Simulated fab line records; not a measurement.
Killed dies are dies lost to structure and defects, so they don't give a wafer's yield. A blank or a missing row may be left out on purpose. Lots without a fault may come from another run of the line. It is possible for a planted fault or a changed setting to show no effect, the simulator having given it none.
A lot that was struck, set against a sound lot :: flow rit-cmos :: 15 steps out of a route of 202
Sound: the wafers L174.2, L174.4, L174.5. Wafers L178.1, L178.3, L178.4 were the ones struck. At the end, the cause is stated.
Per side, at each step with rows, come the tool, then ch with its chambers, and then its first start. Under that, the readings that differ: sound wafers :: struck wafers :: difference of the means :: sigmas: that difference in standard deviations of wafers without a fault.
alike: words and numbers the same on both sides, and readings whose means are apart by under 2 such deviations; not compared: readings that were withheld, readings missing a value for some wafer, numbers with overlapping values and no deviation given by the record, and bounds like >300 which may hide the same value.
The two part at a step that has a row with sigmas, a row that says differs or no value, or rows on one side only. Non-overlapping numbers with no deviation appear without sigmas and do not part them. Lack of a reading on every wafer of one side parts them only where that side has two or more wafers.

first, 2 steps without rows for these wafers: RIT_REOX_CLEAN_02 (cleans in SC2, time 600 s); RIT_REOX_OXIDATION_03 (target thk 25.2 nm, ox time 5580 s).
RIT_REOX_THK_MEAS_04:
  sound: film-metro-02 at day 5 06:35; struck: film-metro-02 at day 6 01:56
reading: REOX_OXIDE_THK (nm)
sound: 25.7 25.8 25.6
struck: 25.0 24.9 25.0
difference: -0.7
sigmas: -2
then, 6 steps without rows for these wafers: RIT_NLDD_HMDS_00 (prime time 60 s); RIT_NLDD_COAT_01 (resist thk 1000 nm); RIT_NLDD_SOFTBAKE_02 (time 60 s); RIT_NLDD_EXPOSE_03 (exposes mask M7, target cd 40700 nm); RIT_NLDD_PEB_04; RIT_NLDD_DEVELOP_05 (develop time 50 s).
RIT_NLDD_OVL_MEAS_06:
  sound: overlay-01 at day 5 07:37; struck: overlay-01 at day 6 02:58
  alike: NLDD_OVL
then, 2 steps without rows for these wafers: RIT_NLDD_HARDBAKE_07 (time 60 s); RIT_NLDD_IMPLANT_08.
RIT_NLDD_STRIP_09: strips in O2, time 180 s.
  sound on plasma-asher-03 ch 0,1, day 5 07:56; struck on plasma-asher-04 ch 0,1, day 6 03:18
reading: chamber-pressure-mTorr (mTorr)
sound: 4002 4004 3990
struck: 1999 2000 2003
difference: -1998
sigmas: -99 or more
  alike: drypump-motor-current-A
  not compared: rf-hours-counter-h
RIT_NLDD_TW_MEAS_10:
  sound: film-metro-02 at day 5 08:07; struck: film-metro-04 at day 6 03:28
  alike: NLDD_TW
RIT_M1_PROBE_99:
  sound: prober-01 at day 5 23:27; struck: prober-01 at day 6 18:48
  alike: killed-at-contacts, killed-at-front-end, killed-dies, killed-on-rim, killed-open, killed-short

WHERE THEY PART
At RIT_REOX_THK_MEAS_04 first; at RIT_NLDD_STRIP_09 last (within this record only). Later steps at which nothing parts them and some readings are alike: RIT_NLDD_TW_MEAS_10, RIT_M1_PROBE_99.

WHY: whatever the simulator had introduced
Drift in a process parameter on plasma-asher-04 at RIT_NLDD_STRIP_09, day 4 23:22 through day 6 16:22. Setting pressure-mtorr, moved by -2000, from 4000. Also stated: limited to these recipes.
